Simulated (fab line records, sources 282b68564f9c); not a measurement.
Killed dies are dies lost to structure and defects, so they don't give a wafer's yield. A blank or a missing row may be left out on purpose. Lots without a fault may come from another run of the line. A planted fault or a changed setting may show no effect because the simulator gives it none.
fab line records | flow rit_cmos
record lots=15 wafers=45 last_day=8
route steps=202 shown GATE@95 M1@202
lots that met no fault: from a run of the same line without faults
start_h: hours from the record's first day to the start of the lot's first wafer shown | wait_h: hours since the lot's step before | " the same as in the row above | L1.1+2: a row that stands for several wafers | - no value, or no start given | * or withheld: withheld | < > ~ a bound
route shown NAME@n: a module of which the file shows steps, and the number in the route of the first | usual: mean/standard deviation of fault-free wafers | same: alike in all rows | chamber/n: place in a boat | sites: the reading at each site | _std_site: their standard deviation | _edge_site: outer sites' mean less inner sites' | radius_mm: how far each site lies from the wafer's centre | mask NAME#n: copy n | behind: the tool/chamber that last shaped the wafer | hold: why the lot was held/for how many hours/how that ended | device: the transistor (n, p or np) that didn't switch | end of line: the same wafers' tests at the end of the route | a step without rows: its recipe alone | killed: dies lost to structure and defects at the first sort, not the wafer's yield | map: a wafer's dies, x killed, . not, _ none there
set.NAME: the setting as run; set.NAME@STEP: as run at that earlier step | model.NAME: the simulator's own value behind a step, which no gauge read
steps of the route over a sample of lots; a table a step, a row a wafer
services: from which hour (start_h, from the record's first day; less than 0 if before it) a tool's chamber was out of use, for how many hours, and why
## steps
# step RIT_GATE_ETCH_19
# recipe chemistry=SF6/CHF3/O2 time_s=165 SF6_flow_sccm=30 CHF3_flow_sccm=30 O2_flow_sccm=5 target=poly-Si pressure_mtorr=40 rf_w=160 target_depth_a=3125 over_etch_frac=0.2744 stop_on=SiO2
# usual CHF3_flow_sccm=30.00/0.089 chamber_pressure_mTorr=40.00/0.039 drypump_motor_current_A=5.9/0.42 oes_product_au=0.840/0.011 rf_fwd_power_W=159.3/0.49 throttle_valve_pct=10.28/0.14
# same over_etch_frac=0.2744
# columns lot.wafer tool chamber start_h wait_h CHF3_flow_sccm chamber_pressure_mTorr drypump_motor_current_A oes_product_au rf_fwd_power_W rf_hours_counter_h throttle_valve_pct
L567.3 rie_si-01 1 41.86 0.1 30.18 39.98 5.6 0.850 159.0 67 10.13
L567.5 " 2 " " 30.15 40.04 6.5 0.848 158.9 - 10.16
L567.6 " 3 " " 30.13 39.95 5.1 0.854 159.6 - 10.46
L568.2 rie_si-02 0 47.08 0.1 30.13 40.00 5.8 0.853 160.3 58 10.17
L568.4 " 3 " " 30.04 40.01 5.9 0.834 159.8 158 10.24
L568.6 " 0 " " 29.98 40.07 5.9 0.845 159.3 - 10.17
L569.3 rie_si-01 1 47.46 0.1 29.88 39.96 5.7 0.853 159.4 67 10.14
L569.5 " 0 " " 29.88 39.98 5.6 0.838 159.3 - 10.57
L569.6 " 1 " " 29.84 39.96 5.6 0.847 158.7 - 10.13
L570.3 rie_si-02 2 58.38 0.1 30.15 40.01 6.4 0.836 159.6 2 10.22
L570.4 " 0 " " 30.01 39.99 5.8 0.862 158.9 58 10.18
L570.6 " 0 " " 30.03 39.96 5.8 0.851 159.7 - 10.18
L571.1 rie_si-01 1 60.30 0.1 30.01 39.96 5.7 0.846 158.9 67 10.12
L571.2 " 0 " " 30.06 39.96 5.6 0.828 158.9 1 10.56
L571.3 " 3 " " 29.96 39.96 5.1 0.848 159.0 150 10.44
L573.2 rie_si-02 3 72.53 0.1 30.12 40.08 5.9 0.834 160.4 158 10.22
L573.3 " 1 " " 30.00 39.98 5.8 0.845 159.1 146 10.37
L573.4 " 2 " " 29.88 39.95 6.4 0.827 159.1 2 10.22
L572.2 rie_si-01 2 72.77 0.1 30.12 40.00 6.6 1.013 159.7 3 10.16
L572.3 " 3 " " 30.11 39.98 5.1 1.031 159.4 150 10.45
L572.6 " 2 " " 30.03 39.99 6.5 1.008 159.6 - 10.17
L575.1 rie_si-01 3 87.87 0.1 30.13 39.95 5.1 1.035 159.1 150 10.43
L575.4 " 3 " " 30.04 40.01 5.1 1.035 159.5 - 10.44
L575.5 " 2 " " 29.98 40.05 6.5 0.996 159.5 - 10.16
L577.1 rie_si-01 0 93.14 0.1 30.04 40.05 5.6 0.967 158.5 1 10.55
L577.4 " 1 " " 30.11 39.95 5.6 1.049 159.3 67 10.14
L577.6 " 2 " " 30.12 39.99 6.5 0.989 159.7 - 10.17
L582.2 rie_si-02 0 114.91 0.1 29.95 39.98 5.8 0.852 160.0 58 10.17
L582.3 " 1 " " 30.05 39.97 5.8 0.833 158.7 147 10.38
L582.5 " 1 " " 29.93 39.97 5.8 0.834 159.3 - 10.37
L584.3 rie_si-02 2 127.68 0.1 30.00 39.95 6.4 0.830 159.3 3 10.23
L584.5 " 3 " " 30.04 39.91 5.9 0.843 160.1 - 10.23
L584.6 " 0 " " 30.00 40.02 5.8 0.848 159.0 - 10.18
L586.3 rie_si-02 0 134.52 0.1 30.03 39.97 5.9 0.855 159.1 59 10.18
L586.4 " 0 " " 29.96 40.04 5.8 0.843 158.6 - 10.18
L586.6 " 2 " " 30.01 40.05 6.4 0.833 158.8 - 10.23
L588.1 rie_si-02 3 150.03 0.1 30.02 40.01 5.9 0.844 159.7 0 10.24
L588.2 " 0 " " 29.97 40.00 5.9 0.846 159.2 59 10.18
L588.3 " 2 " " 29.99 39.94 6.4 0.829 159.4 3 10.22
L589.1 rie_si-01 1 153.30 0.1 30.05 40.07 5.6 0.856 158.5 68 10.13
L589.5 " 3 " " 30.00 39.95 5.1 0.824 159.0 - 10.43
L589.6 " 0 " " 29.82 39.96 5.6 0.825 160.0 - 10.57
L590.1 rie_si-02 2 162.62 0.1 30.03 39.99 6.4 0.831 159.6 3 10.24
L590.2 " 0 " " 30.08 39.99 5.8 0.856 159.3 59 10.17
L590.6 " 1 " " 30.05 39.99 5.8 0.819 159.3 - 10.39
# step RIT_M1_PROBE_99
# usual killed_at_contacts=0.1/0.23 killed_at_front_end=6/3.1 killed_dies=6/3.1 killed_on_rim=1.7/1.3 killed_open=3.2/1.9 killed_short=3.2/2.1
# same gross_dies=264 killed_at_M0_to_M3=0 killed_at_M4_up=0 killed_at_back_side=0 killed_at_other=0
# columns lot.wafer tool chamber start_h wait_h killed_at_contacts killed_at_front_end killed_dies killed_on_rim killed_open killed_short
L572.2 prober-02 - 95.36 0.1 0 264 264 70 3 1
L572.3 prober-02 - 95.41 0.2 0 264 264 70 0 4
L572.6 prober-02 - 95.56 0.2 0 264 264 70 3 2
L575.1 prober-02 - 108.72 0.1 0 264 264 70 4 3
L575.4 prober-02 - 108.87 0.2 1 263 264 70 2 4
L575.5 prober-02 - 108.92 0.2 1 263 264 70 3 4
L577.1 prober-02 - 115.10 0.1 0 264 264 70 2 2
L577.4 prober-02 - 115.25 0.2 0 264 264 70 6 4
L577.6 prober-02 - 115.35 0.2 0 264 264 70 5 7
L582.2 prober-02 - 159.09 0.3 0 4 4 1 3 1
L582.3 prober-02 - 159.14 0.3 0 8 8 5 5 3
L582.5 prober-02 - 159.24 0.4 1 6 7 1 2 5
L584.3 prober-01 - 159.14 0.4 0 4 4 0 2 2
L584.5 prober-01 - 159.24 0.5 0 7 7 1 2 5
L584.6 prober-01 - 159.29 0.5 0 7 7 1 3 4
L586.3 prober-02 - 159.44 0.6 0 11 11 2 4 7
L586.4 prober-02 - 159.49 0.6 0 8 8 1 1 7
L586.6 prober-02 - 159.59 0.7 0 13 13 1 7 6
L588.1 prober-01 - 171.13 0.1 0 3 3 1 2 1
L588.2 prober-01 - 171.18 0.1 0 7 7 3 2 4
L588.3 prober-01 - 171.23 0.2 0 5 5 0 2 3
L589.1 prober-02 - 176.66 0.1 0 6 6 1 4 2
L589.5 prober-02 - 176.86 0.2 0 4 4 1 2 2
L589.6 prober-02 - 176.91 0.2 0 4 4 2 1 3
L590.1 prober-02 - 188.79 0.1 0 4 4 0 2 2
L590.2 prober-02 - 188.84 0.1 0 5 5 1 2 3
L590.6 prober-02 - 189.04 0.2 0 5 5 2 4 1
# killed by level:class
L572.2 GATE:area_etch=260 FOX1:geometric_particle:open=1 GATE:geometric_particle:short=1 GATE:geometric_particle:open=1 REOX:geometric_particle:open=1
L572.3 GATE:area_etch=260 GATE:geometric_particle:short=3 SILICIDE:geometric_particle:short=1
L572.6 GATE:area_etch=259 GATE:geometric_particle:open=2 FOX1:geometric_particle:open=1 FOX1:geometric_particle:short=1 SILICIDE:geometric_particle:short=1
L575.1 GATE:area_etch=257 REOX:geometric_particle:open=3 GATE:geometric_particle:short=2 GATE:geometric_particle:open=1 SPACER:geometric_particle:short=1
L575.4 GATE:area_etch=258 GATE:geometric_particle:open=2 GATE:geometric_particle:short=2 FOX2:geometric_particle:short=1 CONTACT:geometric_particle:short=1
L575.5 GATE:area_etch=257 SPACER:geometric_particle:open=2 FOX1:geometric_particle:short=1 FOX2:geometric_particle:open=1 FOX2:geometric_particle:short=1 GATE:geometric_particle:short=1 CONTACT:geometric_particle:short=1
L577.1 GATE:area_etch=260 GATE:geometric_particle:open=2 GATE:geometric_particle:short=1 SILICIDE:geometric_particle:short=1
L577.4 GATE:area_etch=254 GATE:geometric_particle:open=4 REOX:geometric_particle:open=2 FOX1:geometric_particle:short=1 FOX2:geometric_particle:short=1 GATE:geometric_particle:short=1 REOX:geometric_particle:short=1
L577.6 GATE:area_etch=252 GATE:geometric_particle:short=5 GATE:geometric_particle:open=4 FOX1:geometric_particle:short=2 REOX:geometric_particle:open=1
L582.2 GATE:geometric_particle:open=1 GATE:geometric_particle:short=1 REOX:geometric_particle:open=1 SPACER:geometric_particle:open=1
L582.3 GATE:geometric_particle:open=4 FOX1:geometric_particle:open=1 FOX2:geometric_particle:short=1 REOX:geometric_particle:short=1 SILICIDE:geometric_particle:short=1
L584.3 GATE:geometric_particle:short=2 FOX1:geometric_particle:open=1 GATE:geometric_particle:open=1
L582.5 FOX2:geometric_particle:short=2 GATE:geometric_particle:short=2 GATE:geometric_particle:open=1 SPACER:geometric_particle:short=1 CONTACT:geometric_particle:open=1
L584.5 FOX1:geometric_particle:short=2 GATE:geometric_particle:short=1 GATE:geometric_particle:open=1 REOX:geometric_particle:short=1 SPACER:geometric_particle:open=1 SPACER:geometric_particle:short=1
L584.6 SILICIDE:geometric_particle:short=3 FOX1:geometric_particle:open=1 FOX2:geometric_particle:short=1 GATE:geometric_particle:open=1 SILICIDE:geometric_particle:open=1
L586.3 GATE:geometric_particle:short=4 FOX1:geometric_particle:short=3 GATE:geometric_particle:open=3 FOX1:geometric_particle:open=1
L586.4 GATE:geometric_particle:short=4 REOX:geometric_particle:short=2 REOX:geometric_particle:open=1 SPACER:geometric_particle:short=1
L586.6 GATE:geometric_particle:open=5 FOX1:geometric_particle:short=3 GATE:geometric_particle:short=3 REOX:geometric_particle:open=2
L588.1 GATE:geometric_particle:short=1 GATE:geometric_particle:open=1 SPACER:geometric_particle:open=1
L588.2 SPACER:geometric_particle:short=2 FOX1:geometric_particle:short=1 GATE:geometric_particle:short=1 REOX:geometric_particle:open=1 SPACER:geometric_particle:open=1 PRETRO:coat_microbubble_printed=1
L588.3 REOX:geometric_particle:short=2 GATE:geometric_particle:short=1 GATE:geometric_particle:open=1 SILICIDE:geometric_particle:open=1
L589.1 SILICIDE:geometric_particle:open=2 GATE:geometric_particle:short=1 GATE:geometric_particle:open=1 REOX:geometric_particle:open=1 REOX:geometric_particle:short=1
L589.5 ACTIVE:geometric_particle:open=1 GATE:geometric_particle:short=1 SILICIDE:geometric_particle:short=1 SILICIDE:geometric_particle:open=1
L589.6 SILICIDE:geometric_particle:short=3 GATE:geometric_particle:open=1
L590.1 FOX2:geometric_particle:open=1 GATE:geometric_particle:short=1 SPACER:geometric_particle:short=1 SPACER:geometric_particle:open=1
L590.2 GATE:geometric_particle:short=3 FOX2:geometric_particle:open=1 GATE:geometric_particle:open=1
L590.6 GATE:geometric_particle:open=3 GATE:geometric_particle:short=1 SPACER:geometric_particle:open=1
## services
# columns tool chamber start_h hours kind
rie_si-02 3 76.72 - clean
rie_si-02 3 76.72 33.0 scheduled_down
rie_si-02 3 76.72 33.0 vent_cycle
rie_si-02 - 80.75 0.7 repair
rie_si-01 0 80.95 7.0 repair
rie_si-01 3 110.41 - clean
rie_si-01 3 110.41 23.3 scheduled_down
rie_si-01 3 110.41 23.3 vent_cycle
rie_si-02 1 126.92 - clean
rie_si-02 1 126.92 25.0 scheduled_down
rie_si-02 1 126.92 25.0 vent_cycle
rie_si-02 3 137.40 1.8 repair
## key
first_sign step=RIT_GATE_ETCH_19 reading=oes_product_au direction=up sigmas=16 usual=0.840 struck=1.014
effect step=RIT_M1_PROBE_99 reading=killed_dies direction=up sigmas=83 usual=6 struck=264
more_kills_born_at RIT_GATE_ETCH_19@rie_si-01=2317
met_at RIT_GATE_ETCH_19
struck_lots L572,L575,L577
later_rows_left_out L572.2,L572.3,L572.6,L575.1,L575.4,L575.5,L577.1,L577.4,L577.6
tester_left_out L572,L575,L577
onset_between 60.30 72.77
fault kind=process_parameter_drift tool=rie_si-01 chamber=- onset_h=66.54 steps=RIT_GATE_ETCH_19 channel=target_depth_a offset=-1030.6 shape=step end_h=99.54 stated=3125
# tester_left_out: of these lots the tester's yield and bins aren't shown, on N5 and GAA mostly nor the transistor test; their killed dies are dies lost to structure and defects alone, not to doping, threshold or leakage, so they don't give the yield
# later_rows_left_out: the simulator's readings of these wafers behind a module that went badly wrong aren't trusted and aren't shown, but for the sort
